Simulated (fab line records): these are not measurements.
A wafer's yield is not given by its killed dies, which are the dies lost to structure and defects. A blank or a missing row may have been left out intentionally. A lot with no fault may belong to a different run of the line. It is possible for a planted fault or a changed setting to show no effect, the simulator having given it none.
fab line records -- flow rit-cmos
record lots=6, wafers=18, last-day=7
route steps=202 shown PWELL@49 WELLDRIVE@50 NWELL@51 NRETRO@53 PRETRO@64 M1@202
lots untouched by any fault: they come from a run of this same line in which no faults occurred
start-h: the number of hours between the record's first day and the start of the first shown wafer of the lot -- wait-h: how many hours have passed since the lot's step before this one -- " same as the row above -- L1.1+2: a single row standing in for several wafers -- - value missing, or start not given -- * or withheld: withheld -- < > ~ a bound
route shown NAME@n: names a module that has steps shown in the file, with the first one's number in the route -- usual: the fault-free wafers' mean and standard deviation -- same: alike in all rows -- chamber/n: place in a boat -- sites: readings site by site -- _std_site: their standard deviation -- _edge_site: outer sites' mean less inner sites' -- radius-mm: for every site, how far away it sits from the centre of the wafer -- mask NAME#n: copy n -- behind: the most recent tool/chamber to have shaped the wafer -- hold: why the lot was held/for how many hours/how that ended -- device: which transistor (n, p or np) failed to switch -- end of line: tests of these same wafers at the route's end -- a step with no rows: only its recipe -- killed: the dies lost at the first sort to structure and to defects; this is not the yield of the wafer -- map: the dies of a wafer, with x for killed, . for not killed, _ for no die there
set.NAME: the setting the step ran with; set.NAME@STEP: the setting that earlier step ran with -- model.NAME: the simulator's own value behind a step, which no gauge read
lots at selected steps of the route; one table per step, one row per wafer
services: from which hour (start-h, from the record's first day; less than 0 if before it) a tool's chamber was out of use, for how many hours, and why
## steps
# step RIT_PWELL_TW_MEAS_10
# usual PWELL_TW=944/8.2
lot.wafer,tool,chamber,start-h,wait-h,PWELL_TW
L273.1,film-metro-01,-,40.19,0.1,950
L273.4,film-metro-01,-,40.19,0.1,945
L273.6,film-metro-01,-,40.19,0.1,949
L274.1,film-metro-01,-,43.38,0.1,949
L274.4,film-metro-01,-,43.38,0.1,943
L274.5,film-metro-01,-,43.38,0.1,944
L277.1,film-metro-01,-,61.36,0.1,953
L277.3,film-metro-01,-,61.36,0.1,951
L277.4,film-metro-01,-,61.36,0.1,948
L283.1,film-metro-02,-,90.11,0.1,933
L283.2,film-metro-02,-,90.11,0.1,936
L283.5,film-metro-02,-,90.11,0.1,934
L288.1,film-metro-04,-,114.98,0.1,956
L288.4,film-metro-04,-,114.98,0.1,956
L288.6,film-metro-04,-,114.98,0.1,951
L290.1,film-metro-04,-,122.54,0.1,952
L290.2,film-metro-04,-,122.54,0.1,948
L290.4,film-metro-04,-,122.54,0.1,952
# step RIT_WELLDRIVE_ANNEAL_00
# recipe temp-c=1100, time-s=14700, ambient=N2
# step RIT_WELLDRIVE_RS_MEAS_01
# recipe thk-meas-gauge=four-point-probe
# usual NWELL_RS=276.0/0.76
lot.wafer,tool,chamber,start-h,wait-h,NWELL_RS[ohm/sq]
L273.1,film-metro-02,-,45.33,0.0,275.7
L273.4,film-metro-02,-,45.33,0.0,276.4
L273.6,film-metro-02,-,45.33,0.0,276.2
L274.1,film-metro-04,-,48.85,0.0,277.3
L274.4,film-metro-04,-,48.85,0.0,276.7
L274.5,film-metro-04,-,48.85,0.0,277.1
L277.1,film-metro-04,-,67.25,0.0,276.0
L277.3,film-metro-04,-,67.25,0.0,275.4
L277.4,film-metro-04,-,67.25,0.0,277.3
L283.1,film-metro-01,-,95.54,0.0,276.0
L283.2,film-metro-01,-,95.54,0.0,276.6
L283.5,film-metro-01,-,95.54,0.0,276.9
L288.1,film-metro-04,-,120.12,0.0,274.7
L288.4,film-metro-04,-,120.12,0.0,274.8
L288.6,film-metro-04,-,120.12,0.0,274.4
L290.1,film-metro-04,-,127.69,0.0,275.5
L290.2,film-metro-04,-,127.69,0.0,275.6
L290.4,film-metro-04,-,127.69,0.0,276.3
# step RIT_WELLDRIVE_RS_MEAS_02
# recipe thk-meas-gauge=four-point-probe
# usual PWELL_RS=430.1/1.4
lot.wafer,tool,chamber,start-h,wait-h,PWELL_RS[ohm/sq]
L273.1,film-metro-02,-,45.45,0.1,430.9
L273.4,film-metro-02,-,45.45,0.1,431.0
L273.6,film-metro-02,-,45.45,0.1,430.9
L274.1,film-metro-04,-,48.97,0.1,429.6
L274.4,film-metro-04,-,48.97,0.1,429.6
L274.5,film-metro-04,-,48.97,0.1,430.3
L277.1,film-metro-04,-,67.37,0.1,429.9
L277.3,film-metro-04,-,67.37,0.1,430.0
L277.4,film-metro-04,-,67.37,0.1,430.6
L283.1,film-metro-01,-,95.66,0.1,431.4
L283.2,film-metro-01,-,95.66,0.1,431.1
L283.5,film-metro-01,-,95.66,0.1,430.8
L288.1,film-metro-04,-,120.24,0.1,428.4
L288.4,film-metro-04,-,120.24,0.1,426.9
L288.6,film-metro-04,-,120.24,0.1,428.9
L290.1,film-metro-04,-,127.81,0.1,428.6
L290.2,film-metro-04,-,127.81,0.1,428.7
L290.4,film-metro-04,-,127.81,0.1,429.5
# step RIT_NRETRO_HMDS_00
# recipe prime-time-s=60, prime-temp-c=140
# step RIT_NRETRO_COAT_01
# recipe resist=NOVOLAK, spin-rpm=2000, resist-thk-nm=1300
# step RIT_NRETRO_SOFTBAKE_02
# recipe resist=NOVOLAK, temp-c=90, time-s=60
# step RIT_NRETRO_EXPOSE_03
# recipe mask-id=M4, na=0.57, target-cd-nm=43900, dose-mj=250
# step RIT_NRETRO_PEB_04
# recipe resist=NOVOLAK, temp-c=withheld, time-s=withheld
# step RIT_NRETRO_DEVELOP_05
# recipe resist=NOVOLAK, develop-time-s=68, dev-temp-c=23
# step RIT_NRETRO_OVL_MEAS_06
# usual NRETRO_OVL=-0.8/1.2
lot.wafer,tool,chamber,start-h,wait-h,NRETRO_OVL[nm]
L273.1,overlay-01,-,46.58,-,0.9
L273.4,overlay-01,-,46.58,-,0.3
L273.6,overlay-01,-,46.58,-,1.2
L274.1,overlay-02,-,49.97,-,-0.1
L274.4,overlay-02,-,49.97,-,-1.8
L274.5,overlay-02,-,49.97,-,-1.4
L277.1,overlay-01,-,68.43,-,0.0
L277.3,overlay-01,-,68.43,-,-2.3
L277.4,overlay-01,-,68.43,-,0.5
L283.1,overlay-02,-,96.80,-,-1.6
L283.2,overlay-02,-,96.80,-,-0.7
L283.5,overlay-02,-,96.80,-,-2.1
L288.1,overlay-02,-,121.37,-,-1.9
L288.4,overlay-02,-,121.37,-,-2.3
L288.6,overlay-02,-,121.37,-,-2.3
L290.1,overlay-01,-,128.81,-,-1.8
L290.2,overlay-01,-,128.81,-,-0.4
L290.4,overlay-01,-,128.81,-,-0.4
# step RIT_NRETRO_HARDBAKE_07
# recipe resist=NOVOLAK, temp-c=140, time-s=120
# step RIT_NRETRO_IMPLANT_08
# recipe species=P, energy-kev=70, dose-cm2=1.025e+13, tilt-deg=7
# usual beam-energy-keV=69.994/0.02, dose-ions-cm2=1.0252e+13/1.1e+10
lot.wafer,tool,chamber,start-h,wait-h,beam-energy-keV,dose-ions-cm2,model.implant.rp-nm,model.implant.drp-nm
L273.1,implanter-02,0,46.86,0.2,70.016,1.0258e+13,86.28,33.94
L273.4,implanter-02,0,46.86,0.2,69.998,1.0234e+13,86.28,33.94
L273.6,implanter-02,0,46.86,0.2,69.999,1.0259e+13,86.28,33.94
L274.1,implanter-03,0,50.25,0.2,69.995,1.0262e+13,85.56,33.94
L274.4,implanter-03,0,50.25,0.2,69.968,1.0234e+13,85.56,33.94
L274.5,implanter-03,0,50.25,0.2,69.998,1.0265e+13,85.56,33.94
L277.1,implanter-03,0,68.75,0.2,79.072,1.0254e+13,97.99,37.58
L277.3,implanter-03,0,68.75,0.2,79.096,1.0251e+13,97.99,37.58
L277.4,implanter-03,0,68.75,0.2,79.071,1.0248e+13,97.99,37.58
L283.1,implanter-03,0,97.08,0.2,79.103,1.0262e+13,97.21,37.58
L283.2,implanter-03,0,97.08,0.2,79.095,1.026e+13,97.21,37.58
L283.5,implanter-03,0,97.08,0.2,79.059,1.0257e+13,97.21,37.58
L288.1,implanter-04,0,121.65,0.2,69.970,1.027e+13,84.83,33.94
L288.4,implanter-04,0,121.65,0.2,69.984,1.0259e+13,84.83,33.94
L288.6,implanter-04,0,121.65,0.2,69.976,1.0262e+13,84.83,33.94
L290.1,implanter-02,0,129.10,0.2,70.009,1.0267e+13,84.92,33.94
L290.2,implanter-02,0,129.10,0.2,69.997,1.0242e+13,84.92,33.94
L290.4,implanter-02,0,129.10,0.2,69.959,1.0248e+13,84.92,33.94
# step RIT_NRETRO_STRIP_09
# recipe chemistry=O2, time-s=180, resist=NOVOLAK, platen-temp-c=withheld, power-w=500, pressure-mtorr=4000, o2-flow-sccm=4000
# usual drypump-motor-current-A=5.6/0.33, o2-flow-sccm=3999/11
lot.wafer,tool,chamber,start-h,wait-h,drypump-motor-current-A,o2-flow-sccm,rf-hours-counter-h
L273.1,plasma-asher-01,0,47.01,0.1,5.9,3993,41
L273.4,plasma-asher-01,1,47.01,0.1,5.6,4011,-
L273.6,plasma-asher-01,1,47.01,0.1,5.6,3993,-
L274.1,plasma-asher-01,0,50.40,0.1,5.9,4005,42
L274.4,plasma-asher-01,1,50.40,0.1,5.6,4011,-
L274.5,plasma-asher-01,1,50.40,0.1,5.6,3999,-
L277.1,plasma-asher-03,1,68.90,0.1,5.1,3998,27
L277.3,plasma-asher-03,0,68.90,0.1,6.0,3999,-
L277.4,plasma-asher-03,1,68.90,0.1,5.0,4013,-
L283.1,plasma-asher-04,0,97.23,0.1,5.6,4000,46
L283.2,plasma-asher-04,1,97.23,0.1,5.3,3969,46
L283.5,plasma-asher-04,0,97.23,0.1,5.6,4010,-
L288.1,plasma-asher-03,1,121.80,0.1,5.0,3971,33
L288.4,plasma-asher-03,1,121.80,0.1,5.0,3991,-
L288.6,plasma-asher-03,0,121.80,0.1,6.1,4004,-
L290.1,plasma-asher-04,1,129.25,0.1,5.2,3999,1
L290.2,plasma-asher-04,0,129.25,0.1,5.7,3982,1
L290.4,plasma-asher-04,1,129.25,0.1,5.3,4004,-
# step RIT_NRETRO_TW_MEAS_10
# usual NRETRO_TW=1054/7.8
lot.wafer,tool,chamber,start-h,wait-h,NRETRO_TW
L273.1,film-metro-02,-,47.19,0.1,1042
L273.4,film-metro-02,-,47.19,0.1,1041
L273.6,film-metro-02,-,47.19,0.1,1043
L274.1,film-metro-04,-,50.58,0.1,1058
L274.4,film-metro-04,-,50.58,0.1,1058
L274.5,film-metro-04,-,50.58,0.1,1062
L277.1,film-metro-03,-,69.08,0.1,1092
L277.3,film-metro-03,-,69.08,0.1,1093
L277.4,film-metro-03,-,69.08,0.1,1096
L283.1,film-metro-03,-,97.41,0.1,1087
L283.2,film-metro-03,-,97.41,0.1,1083
L283.5,film-metro-03,-,97.41,0.1,1087
L288.1,film-metro-02,-,121.98,0.1,1044
L288.4,film-metro-02,-,121.98,0.1,1049
L288.6,film-metro-02,-,121.98,0.1,1047
L290.1,film-metro-03,-,129.42,0.1,1060
L290.2,film-metro-03,-,129.42,0.1,1060
L290.4,film-metro-03,-,129.42,0.1,1062
# step RIT_PRETRO_HMDS_00
# recipe prime-time-s=60, prime-temp-c=140
# step RIT_M1_PROBE_99
# usual killed-at-contacts=0.1/0.29, killed-at-front-end=6/3, killed-dies=7/3.1, killed-open=3.2/1.9, killed-short=3.3/1.9
# same gross-dies=264, killed_at_M0_to_M3=0, killed_at_M4_up=0, killed-at-back-side=0, killed-at-other=0
lot.wafer,tool,chamber,start-h,wait-h,killed-at-contacts,killed-at-front-end,killed-dies,killed-open,killed-short,model.etest.cap-p-gate.c-min-ff-um2,model.etest.pmos_0p3.vt-v,model.etest.pmos-narrow.vt-v,model.etest.pmos_0p3.vt-sat-v
L273.1,prober-01,-,77.35,0.1,0,6,6,3,3,2.332,-0.5118,-0.4928,-0.4933
L273.4,prober-01,-,77.50,0.2,0,12,12,7,5,2.337,-0.5058,-0.4859,-0.4843
L273.6,prober-01,-,77.60,0.2,0,4,4,1,3,2.316,-0.5198,-0.4941,-0.4988
L274.1,prober-01,-,80.35,0.1,0,8,8,3,5,2.328,-0.5112,-0.4925,-0.489
L274.4,prober-01,-,80.50,0.2,1,4,5,2,3,2.35,-0.5097,-0.4887,-0.4881
L274.5,prober-01,-,80.55,0.2,0,8,8,4,4,2.352,-0.5007,-0.479,-0.4771
L277.1,prober-01,-,100.05,0.1,0,7,7,4,3,2.284,-0.5101,-0.4876,-0.4873
L277.3,prober-01,-,100.15,0.2,0,7,7,2,5,2.266,-0.5239,-0.5034,-0.5038
L277.4,prober-01,-,100.20,0.2,0,4,4,0,4,2.287,-0.5074,-0.4858,-0.4837
L283.1,prober-01,-,125.66,0.1,0,5,5,1,4,2.269,-0.5233,-0.4999,-0.4987
L283.2,prober-01,-,125.71,0.1,0,5,5,2,3,2.26,-0.5237,-0.5019,-0.499
L283.5,prober-01,-,125.86,0.2,0,6,6,3,3,2.268,-0.5288,-0.5055,-0.5074
L288.1,prober-02,-,148.48,0.1,0,6,6,4,2,2.333,-0.5174,-0.4998,-0.495
L288.4,prober-02,-,148.63,0.2,0,5,5,1,4,2.332,-0.5137,-0.4959,-0.4905
L288.6,prober-02,-,148.73,0.2,0,4,4,3,1,2.334,-0.5134,-0.4915,-0.4895
L290.1,prober-02,-,157.78,0.1,0,9,9,6,3,2.326,-0.5201,-0.4989,-0.4972
L290.2,prober-02,-,157.83,0.1,0,8,8,3,5,2.347,-0.515,-0.4922,-0.4912
L290.4,prober-02,-,157.93,0.2,0,5,5,4,1,2.343,-0.5097,-0.4886,-0.4848
# killed by level:class
L273.1 FOX1:geometric-particle:short=2 GATE:geometric-particle:open=2 SPACER:geometric-particle:open=1 SPACER:geometric-particle:short=1
L273.4 SPACER:geometric-particle:open=4 SPACER:geometric-particle:short=3 GATE:geometric-particle:short=2 FOX1:geometric-particle:open=1 GATE:geometric-particle:open=1 SILICIDE:geometric-particle:open=1
L273.6 FOX1:geometric-particle:short=2 FOX2:geometric-particle:open=1 GATE:geometric-particle:short=1
L274.1 FOX2:geometric-particle:short=2 GATE:geometric-particle:short=2 FOX1:geometric-particle:open=1 SPACER:geometric-particle:short=1 SPACER:geometric-particle:open=1 SILICIDE:geometric-particle:open=1
L274.4 GATE:geometric-particle:short=2 GATE:geometric-particle:open=1 SILICIDE:geometric-particle:short=1 CONTACT:geometric-particle:open=1
L274.5 FOX1:geometric-particle:open=2 GATE:geometric-particle:short=2 FOX1:geometric-particle:short=1 FOX2:geometric-particle:short=1 FOX2:geometric-particle:open=1 GATE:geometric-particle:open=1
L277.1 REOX:geometric-particle:open=3 GATE:geometric-particle:short=1 REOX:geometric-particle:short=1 SPACER:geometric-particle:open=1 SPACER:geometric-particle:short=1
L277.3 GATE:geometric-particle:short=2 REOX:geometric-particle:short=2 GATE:geometric-particle:open=1 SPACER:geometric-particle:open=1 SILICIDE:geometric-particle:short=1
L277.4 FOX1:geometric-particle:short=3 GATE:geometric-particle:short=1
L283.1 REOX:geometric-particle:short=2 ACTIVE:geometric-particle:open=1 FOX1:geometric-particle:short=1 FOX2:geometric-particle:short=1
L283.2 FOX1:geometric-particle:open=1 FOX2:geometric-particle:short=1 GATE:geometric-particle:short=1 GATE:geometric-particle:open=1 SPACER:geometric-particle:short=1
L283.5 FOX1:geometric-particle:short=1 FOX2:geometric-particle:open=1 GATE:geometric-particle:short=1 REOX:geometric-particle:open=1 SILICIDE:geometric-particle:short=1 SILICIDE:geometric-particle:open=1
L288.1 GATE:geometric-particle:short=1 GATE:geometric-particle:open=1 REOX:geometric-particle:open=1 SPACER:geometric-particle:open=1 SPACER:geometric-particle:short=1 SILICIDE:geometric-particle:open=1
L288.4 GATE:geometric-particle:short=3 REOX:geometric-particle:short=1 SILICIDE:geometric-particle:open=1
L288.6 GATE:geometric-particle:open=3 REOX:geometric-particle:short=1
L290.1 GATE:geometric-particle:short=3 SPACER:geometric-particle:open=2 SILICIDE:geometric-particle:open=2 GATE:geometric-particle:open=1 REOX:geometric-particle:open=1
L290.2 FOX1:geometric-particle:short=2 FOX1:geometric-particle:open=2 GATE:geometric-particle:short=2 GATE:geometric-particle:open=1 REOX:geometric-particle:short=1
L290.4 FOX1:geometric-particle:open=1 FOX2:geometric-particle:open=1 GATE:geometric-particle:short=1 GATE:geometric-particle:open=1 SILICIDE:geometric-particle:open=1
## services
tool,chamber,start-h,hours,kind
implanter-03,-,29.82,17.5,repair
implanter-04,-,48.11,2.4,repair
implanter-02,-,67.11,4.9,repair
implanter-03,-,90.17,6.3,repair
plasma-asher-04,-,108.75,9.0,pm
plasma-asher-04,0,108.75,9.0,vent-cycle
plasma-asher-04,1,108.75,9.0,vent-cycle
plasma-asher-04,0,117.75,-,clean
plasma-asher-04,1,117.75,-,clean
## key
first-sign step=RIT_NRETRO_IMPLANT_08, reading=beam-energy-keV, direction=up, sigmas=99+, usual=69.994, struck=79.082
effect step=RIT_NRETRO_TW_MEAS_10, reading=NRETRO_TW, direction=up, sigmas=4.6, usual=1054, struck=1090
model-effect step=RIT_NRETRO_IMPLANT_08, value=implant.rp-nm, without=86.07, struck=97.6
model-effect step=RIT_M1_PROBE_99, value=etest.cap-p-gate.c-min-ff-um2, without=2.308, struck=2.272
met-at RIT_NRETRO_IMPLANT_08
struck-wafers L277.1,L277.3,L277.4,L283.1,L283.2,L283.5
tester-left-out L277,L283
onset-between 50.25 68.75
fault kind=process-parameter-drift, tool=implanter-03, chamber=-, onset-h=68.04, steps=RIT_NRETRO_IMPLANT_08, channel=energy-kev, offset=9.1, shape=step, end-h=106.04, acts-in=these-recipes-only, stated=70
# tester-left-out: of these lots the tester's yield and bins aren't shown, on N5 and GAA mostly nor the transistor test; their killed dies are dies lost to structure and defects alone, not to doping, threshold or leakage, so they don't give the yield
